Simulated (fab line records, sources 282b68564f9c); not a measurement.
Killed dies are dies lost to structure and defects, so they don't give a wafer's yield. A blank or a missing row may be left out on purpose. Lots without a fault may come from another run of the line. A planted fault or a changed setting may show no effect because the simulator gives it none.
One fault seen from 2 desks | flow rit_cmos | each desk has only its own numbers; what lay behind them comes last

THE METROLOGY DESK
What the gauges read, lot by lot, whatever tool the lot ran on: means of the sampled wafers that have a number. A lot is out of limits, marked OUT, if its mean lies more than 4 standard deviations from the usual mean; the brackets give that distance.
Columns: A = GATE_OXIDE_THK at RIT_GATE_THK_MEAS_07, usual 3.03 nm; B = M1_AL_RS at RIT_M1_RS_MEAS_01, usual 0.0735 ohm/sq; C = M1_AL_THK at RIT_M1_THK_MEAS_02, usual 399 nm; D = cd_nm at RIT_M1_CD_MEAS_09, usual 2599.7 nm; E = M1_BOW at RIT_M1_BOW_MEAS_16, usual 17 um
lot  | first seen here | A    | B      | C   | D      | E
L745 | day 2 09:43     | 3.06 | 0.0730 | 401 | 2599.9 | 17
L746 | day 2 15:49     | 3.01 | 0.0736 | 401 | 2600.2 | 18
L747 | day 2 19:43     | 3.08 | 0.0726 | 403 | 2599.9 | 15
L748 | day 3 01:07     | 2.96 | 0.0734 | 397 | 2597.0 | 16
L749 | day 3 05:17     | 3.00 | 0.0731 | 403 | 2601.8 | 19
L750 | day 3 10:20     | 2.98 | 0.0739 | 396 | 2600.6 | 13
L754 | day 4 06:23     | 3.01 | 0.0727 | 401 | 2601.5 | 14
L758 | day 5 02:32     | 3.01 | 0.0725 | 409 | 2595.6 | 7
L760 | day 5 12:31     | 3.08 | 0.0721 | 408 | 2598.0 | 18
L762 | day 6 00:40     | 3.05 | 0.0732 | 399 | 2603.4 | 19
L764 | day 6 08:34     | 3.05 | 0.0717 | 409 | 2598.4 | 18
L767 | day 7 00:18     | 3.02 | 0.0718 | 410 | 2599.6 | 27
L768 | day 7 09:32     | 3.13 | 0.0736 | 398 | 2598.5 | 14
This desk's finding: nothing out of limits on any of the 13 lots.

THE TOOL OWNER'S DESK: pvd_sputter-02
The tool's own readings at RIT_M1_SPUTTER_00 (material Al, target thk 400 nm, time 500 s): means of the sampled wafers that have a number, for each lot that ran on this tool. A lot is out of limits, marked OUT, if its mean lies more than 4 standard deviations from the usual mean; the brackets give that distance.
Columns: A = cathode_dc_power_W at RIT_M1_SPUTTER_00, usual 2000.0 W; B = throttle_valve_pct at RIT_M1_SPUTTER_00, usual 29.4 %
lot  | first seen here | A                        | B
L746 | day 3 10:28     | 1999.8                   | 29.8
L748 | day 3 19:54     | 2000.0                   | 30.5
L750 | day 4 06:16     | 1999.9                   | 29.5
L754 | day 5 02:34     | 2043.3 (+99 or more) OUT | 29.6
L768 | day 8 04:34     | 1999.9                   | 29.8
This desk's finding: out of limits on L754; first on L754, day 5 02:34 (cathode_dc_power_W at RIT_M1_SPUTTER_00). In limits: L746, L748, L750, L768.

PUT TOGETHER
The tool owner's desk could have raised an alarm at day 5 02:34, on L754.
The metrology desk saw nothing out of limits.
The metrology desk has L754 on record, within its limits.
Of the lots named, all ran RIT_M1_SPUTTER_00 on pvd_sputter-02.

WHAT THE SIMULATOR HAD PUT IN
Process parameter drift: pvd_sputter-02, from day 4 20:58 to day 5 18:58, at RIT_M1_SPUTTER_00. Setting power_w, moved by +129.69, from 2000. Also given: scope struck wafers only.
Lots struck among those shown: L754.
Hours from the fault's start to each desk's first reading out of limits: the tool owner's desk, 6.
